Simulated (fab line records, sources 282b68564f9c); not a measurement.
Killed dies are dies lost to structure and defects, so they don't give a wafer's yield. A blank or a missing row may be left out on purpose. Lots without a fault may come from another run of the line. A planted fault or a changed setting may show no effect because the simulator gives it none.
fab line records | flow rit_cmos
record lots=6 wafers=18 last_day=6
route steps=202 shown SDANNEAL@155 PSD@157 NSD@158 PLDD@159 NLDD@160 SILICIDE@161
lots that met no fault: from a run of the same line without faults
start_h: hours from the record's first day to the start of the lot's first wafer shown | wait_h: hours since the lot's step before | " the same as in the row above | L1.1+2: a row that stands for several wafers | - no value, or no start given | * or withheld: withheld | < > ~ a bound
route shown NAME@n: a module of which the file shows steps, and the number in the route of the first | usual: mean/standard deviation of fault-free wafers | same: alike in all rows | chamber/n: place in a boat | sites: the reading at each site | _std_site: their standard deviation | _edge_site: outer sites' mean less inner sites' | radius_mm: how far each site lies from the wafer's centre | mask NAME#n: copy n | behind: the tool/chamber that last shaped the wafer | hold: why the lot was held/for how many hours/how that ended | device: the transistor (n, p or np) that didn't switch | end of line: the same wafers' tests at the end of the route | a step without rows: its recipe alone | killed: dies lost to structure and defects at the first sort, not the wafer's yield | map: a wafer's dies, x killed, . not, _ none there
set.NAME: the setting as run; set.NAME@STEP: as run at that earlier step | model.NAME: the simulator's own value behind a step, which no gauge read
lots at some steps of the route; a table a step, a row a wafer
services: from which hour (start_h, from the record's first day; less than 0 if before it) a tool's chamber was out of use, for how many hours, and why
## steps
# step RIT_SDANNEAL_CLEAN_02
# recipe chemistry=SC2 mix=3:3:50 time_s=600 temp_c=75 dry=n2_spin
# step RIT_SDANNEAL_RTA_03
# recipe temp_c=1050 time_s=5 idle_temp_c=600 ramp_up_c_per_s=342 ramp_down_c_per_s=171 cool_to_c=600 ambient=N2
# usual anneal_temp_c_max=1056.8/1.5 chamber_o2_ppm=2.001/0.027 wafer_temp_C_max=1053.5/1.1
# columns lot.wafer tool chamber start_h wait_h anneal_temp_c_max chamber_o2_ppm wafer_temp_C_max
L678.4 rtp_anneal-02 0 65.88 0.0 1054.6 2.003 1054.5
L678.5 " 0 " " 1055.2 1.987 1053.1
L678.6 " 0 " " 1056.8 1.991 1054.5
L680.1 rtp_anneal-02 0 75.25 0.0 1056.3 1.998 1052.5
L680.5 " 0 " " 1057.9 2.037 1052.7
L680.6 " 0 " " 1057.0 2.032 1054.4
L684.1 rtp_anneal-02 0 97.85 0.0 1058.4 1.988 1054.6
L684.2 " 0 " " 1059.5 1.980 1053.3
L684.6 " 0 " " 1059.9 2.004 1052.3
L685.2 rtp_anneal-01 0 102.82 0.0 1055.3 2.042 1052.5
L685.3 " 0 " " 1058.3 2.057 1053.7
L685.6 " 0 " " 1058.5 2.049 1054.2
L689.3 rtp_anneal-01 0 123.39 0.0 1057.7 2.002 1051.7
L689.5 " 0 " " 1054.7 1.955 1053.0
L689.6 " 0 " " 1055.0 1.992 1054.7
L690.3 rtp_anneal-02 0 125.01 0.0 1058.8 2.002 1054.2
L690.5 " 0 " " 1058.7 2.003 1055.0
L690.6 " 0 " " 1059.2 2.019 1054.3
# step RIT_SDANNEAL_RS_MEAS_04
# recipe thk_meas_gauge=four-point-probe
# usual PSD_RS=115.98/0.27
# columns lot.wafer tool chamber start_h wait_h PSD_RS[ohm/sq]
L678.4 film_metro-03 - 65.96 0.1 116.07
L678.5 " - " " 116.21
L678.6 " - " " 115.99
L680.1 film_metro-04 - 75.31 0.0 116.06
L680.5 " - " " 116.01
L680.6 " - " " 116.04
L684.1 film_metro-03 - 97.91 0.0 116.17
L684.2 " - " " 115.85
L684.6 " - " " 115.62
L685.2 film_metro-03 - 102.94 0.1 115.89
L685.3 " - " " 115.63
L685.6 " - " " 115.45
L689.3 film_metro-03 - 123.47 0.1 115.68
L689.5 " - " " 115.76
L689.6 " - " " 115.79
L690.3 film_metro-03 - 125.09 0.1 116.64
L690.5 " - " " 116.74
L690.6 " - " " 116.04
# step RIT_SDANNEAL_RS_MEAS_05
# recipe thk_meas_gauge=four-point-probe
# usual NSD_RS=84.66/0.27
# columns lot.wafer tool chamber start_h wait_h NSD_RS[ohm/sq]
L678.4 film_metro-03 - 66.08 0.1 84.01
L678.5 " - " " 84.15
L678.6 " - " " 84.49
L680.1 film_metro-04 - 75.43 0.1 84.51
L680.5 " - " " 84.59
L680.6 " - " " 84.47
L684.1 film_metro-03 - 98.03 0.1 85.03
L684.2 " - " " 84.90
L684.6 " - " " 85.02
L685.2 film_metro-03 - 103.06 0.1 84.90
L685.3 " - " " 84.94
L685.6 " - " " 84.93
L689.3 film_metro-03 - 123.59 0.1 84.48
L689.5 " - " " 84.82
L689.6 " - " " 84.55
L690.3 film_metro-03 - 125.21 0.1 84.65
L690.5 " - " " 84.44
L690.6 " - " " 84.76
# step RIT_SDANNEAL_RS_MEAS_06
# recipe thk_meas_gauge=four-point-probe
# usual PLDD_RS=178.8/0.44
# columns lot.wafer tool chamber start_h wait_h PLDD_RS[ohm/sq]
L678.4 film_metro-03 - 66.20 0.1 178.0
L678.5 " - " " 178.1
L678.6 " - " " 178.3
L680.1 film_metro-04 - 75.55 0.1 179.0
L680.5 " - " " 179.2
L680.6 " - " " 179.3
L684.1 film_metro-03 - 98.15 0.1 178.6
L684.2 " - " " 178.5
L684.6 " - " " 178.5
L685.2 film_metro-03 - 103.18 0.1 179.2
L685.3 " - " " 179.8
L685.6 " - " " 179.0
L689.3 film_metro-03 - 123.71 0.1 178.6
L689.5 " - " " 178.9
L689.6 " - " " 178.8
L690.3 film_metro-03 - 125.33 0.1 178.9
L690.5 " - " " 179.1
L690.6 " - " " 178.8
# step RIT_SDANNEAL_RS_MEAS_07
# recipe thk_meas_gauge=four-point-probe
# usual NLDD_RS=151.9/0.6
# columns lot.wafer tool chamber start_h wait_h NLDD_RS[ohm/sq]
L678.4 film_metro-03 - 66.32 0.1 151.0
L678.5 " - " " 150.9
L678.6 " - " " 151.7
L680.1 film_metro-04 - 75.67 0.1 152.3
L680.5 " - " " 151.5
L680.6 " - " " 151.5
L684.1 film_metro-03 - 98.27 0.1 152.7
L684.2 " - " " 152.2
L684.6 " - " " 152.0
L685.2 film_metro-03 - 103.30 0.1 152.0
L685.3 " - " " 151.6
L685.6 " - " " 152.2
L689.3 film_metro-03 - 123.83 0.1 151.8
L689.5 " - " " 151.7
L689.6 " - " " 151.8
L690.3 film_metro-03 - 125.45 0.1 151.5
L690.5 " - " " 151.3
L690.6 " - " " 151.3
# step RIT_SILICIDE_WET_ETCH_00
# recipe chemistry=BOE target=SiO2 target_depth_nm=14 time_s=15 dry=n2_spin dilution=10:1 temp_c=21.5
# step RIT_SILICIDE_SPUTTER_01
# recipe material=Ti target_thk_nm=30 power_w=350 chamber_pressure_pa=0.667 gas=Ar time_s=240 substrate_temp_c=25
# usual throttle_valve_pct=30.0/0.94
# columns lot.wafer tool chamber start_h wait_h throttle_valve_pct
L678.4 pvd_sputter-04 - 66.40 0.0 30.1
L678.5 " - " " 28.7
L678.6 " - " " 29.1
L680.1 pvd_sputter-04 - 75.80 0.0 30.9
L680.5 " - " " 30.4
L680.6 " - " " 31.1
L684.1 pvd_sputter-04 - 98.41 0.0 29.1
L684.2 " - " " 31.1
L684.6 " - " " 31.4
L685.2 pvd_sputter-02 - 103.41 0.0 30.3
L685.3 " - " " 28.8
L685.6 " - " " 30.5
L689.3 pvd_sputter-02 - 123.92 0.0 28.9
L689.5 " - " " 29.8
L689.6 " - " " 30.3
L690.3 pvd_sputter-01 - 125.54 0.0 29.5
L690.5 " - " " 28.7
L690.6 " - " " 31.1
# step RIT_SILICIDE_RS_MEAS_02
# recipe thk_meas_gauge=four-point-probe reads=Ti_of_SILICIDE_SPUTTER_01
# usual SILICIDE_TI_RS=48.0/0.64
# columns lot.wafer tool chamber start_h wait_h SILICIDE_TI_RS[ohm/sq]
L678.4 film_metro-02 - 66.61 0.1 48.6
L678.5 " - " " 48.3
L678.6 " - " " 48.7
L680.1 film_metro-02 - 75.95 0.1 48.0
L680.5 " - " " 47.7
L680.6 " - " " 47.4
L684.1 film_metro-02 - 98.56 0.1 48.2
L684.2 " - " " 47.9
L684.6 " - " " 48.6
L685.2 film_metro-01 - 103.58 0.1 48.1
L685.3 " - " " 47.9
L685.6 " - " " 48.7
L689.3 film_metro-02 - 124.11 0.1 47.2
L689.5 " - " " 48.0
L689.6 " - " " 46.8
L690.3 film_metro-01 - 125.73 0.1 47.1
L690.5 " - " " 47.3
L690.6 " - " " 47.6
# step RIT_SILICIDE_THK_MEAS_03
# recipe thk_meas_gauge=xrf reads=Ti_of_SILICIDE_SPUTTER_01
# usual SILICIDE_TI_THK=29.8/0.34
# columns lot.wafer tool chamber start_h wait_h SILICIDE_TI_THK[nm]
L678.4 film_metro-02 - 66.70 0.1 29.4
L678.5 " - " " 29.7
L678.6 " - " " 29.4
L680.1 film_metro-02 - 76.07 0.1 29.8
L680.5 " - " " 30.0
L680.6 " - " " 30.2
L684.1 film_metro-02 - 98.68 0.1 29.7
L684.2 " - " " 29.7
L684.6 " - " " 29.3
L685.2 film_metro-01 - 103.69 0.1 30.0
L685.3 " - " " 30.0
L685.6 " - " " 29.7
L689.3 film_metro-02 - 124.21 0.1 30.3
L689.5 " - " " 29.8
L689.6 " - " " 30.4
L690.3 film_metro-01 - 125.83 0.1 30.2
L690.5 " - " " 30.2
L690.6 " - " " 30.1
# step RIT_SILICIDE_RTA_04
# recipe temp_c=650 time_s=10 idle_temp_c=25 ramp_up_s=5 ramp_down_s=5 cool_to_c=25 ambient=N2
# usual anneal_temp_c_max=654.3/0.82 chamber_o2_ppm=1.999/0.026 wafer_temp_C_max=653.3/0.63
# columns lot.wafer tool chamber start_h wait_h anneal_temp_c_max chamber_o2_ppm wafer_temp_C_max
L678.4 rtp_anneal-01 0 66.76 0.1 653.4 2.014 653.8
L678.5 " 0 " " 654.1 2.001 652.9
L678.6 " 0 " " 654.0 1.998 652.8
L680.1 rtp_anneal-01 0 76.13 0.1 654.8 2.014 653.5
L680.5 " 0 " " 653.1 2.016 653.0
L680.6 " 0 " " 653.9 2.039 654.3
L684.1 rtp_anneal-01 0 98.74 0.1 653.9 2.009 654.6
L684.2 " 0 " " 653.6 1.954 653.4
L684.6 " 0 " " 654.5 2.028 654.2
L685.2 rtp_anneal-02 0 103.75 0.1 654.8 1.963 653.4
L685.3 " 0 " " 655.1 2.019 653.1
L685.6 " 0 " " 654.5 1.954 652.4
L689.3 rtp_anneal-02 0 124.28 0.1 654.0 2.007 652.6
L689.5 " 0 " " 655.3 2.029 653.1
L689.6 " 0 " " 654.3 2.029 652.7
L690.3 rtp_anneal-01 0 125.89 0.1 654.8 1.965 653.1
L690.5 " 0 " " 654.2 1.938 654.0
L690.6 " 0 " " 653.8 1.993 653.9
# step RIT_SILICIDE_WET_ETCH_05
# recipe chemistry=SPM target=Ti temp_c=90 time_s=120 dry=n2_spin
# step RIT_SILICIDE_RTA_06
# recipe temp_c=750 time_s=10 idle_temp_c=25 ramp_up_s=5 ramp_down_s=10 cool_to_c=25 ambient=N2
# usual anneal_temp_c_max=754.7/1 chamber_o2_ppm=2.003/0.02 wafer_temp_C_max=753.8/0.79
# columns lot.wafer tool chamber start_h wait_h anneal_temp_c_max chamber_o2_ppm wafer_temp_C_max
L678.4 rtp_anneal-02 0 66.87 0.0 755.7 2.005 753.9
L678.5 " 0 " " 755.0 2.026 754.3
L678.6 " 0 " " 755.6 1.999 753.7
L680.1 rtp_anneal-02 0 76.25 0.0 755.4 1.997 753.6
L680.5 " 0 " " 754.4 2.018 752.9
L680.6 " 0 " " 755.1 2.005 753.7
L684.1 rtp_anneal-02 - 98.84 0.0 - - -
L684.2 " - " " - - -
L684.6 " - " " - - -
L685.2 rtp_anneal-01 - 103.88 0.0 - - -
L685.3 " - " " - - -
L685.6 " - " " - - -
L689.3 rtp_anneal-01 0 124.39 0.0 753.6 2.008 754.2
L689.5 " 0 " " 754.5 1.984 755.2
L689.6 " 0 " " 754.3 1.992 754.3
L690.3 rtp_anneal-02 0 126.00 0.0 755.9 1.980 754.9
L690.5 " 0 " " 755.8 1.982 754.1
L690.6 " 0 " " 755.4 1.957 752.7
## services
# columns tool chamber start_h hours kind
pvd_sputter-04 - 81.90 1.2 repair
pvd_sputter-04 - 92.86 1.8 repair
pvd_sputter-04 - 122.62 1.2 repair
## key
first_sign step=RIT_SILICIDE_RTA_06 reading=tool_record direction=missing
effect none on later readings
met_at RIT_SILICIDE_RTA_06
struck_wafers L684.1,L684.2,L684.6,L685.2,L685.3,L685.6
later_rows_left_out L684.1,L684.2,L684.6,L685.2,L685.3,L685.6
sort_left_out L684.1,L684.2,L684.6,L685.2,L685.3,L685.6
tester_left_out L684,L685
onset_between 76.25 98.84
fault kind=skipped_step_whole tool=rtp_anneal-01,rtp_anneal-02 chamber=- onset_h=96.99 steps=RIT_SILICIDE_RTA_06 scope=struck_lots_only
# tester_left_out: of these lots the tester's yield and bins aren't shown, on N5 and GAA mostly nor the transistor test; their killed dies are dies lost to structure and defects alone, not to doping, threshold or leakage, so they don't give the yield
# sort_left_out: the simulated sort isn't trusted on such a fault, so these wafers' sort isn't shown, and their yield isn't known
# later_rows_left_out: the simulator's readings of these wafers behind a module that went badly wrong aren't trusted and aren't shown, but for the sort
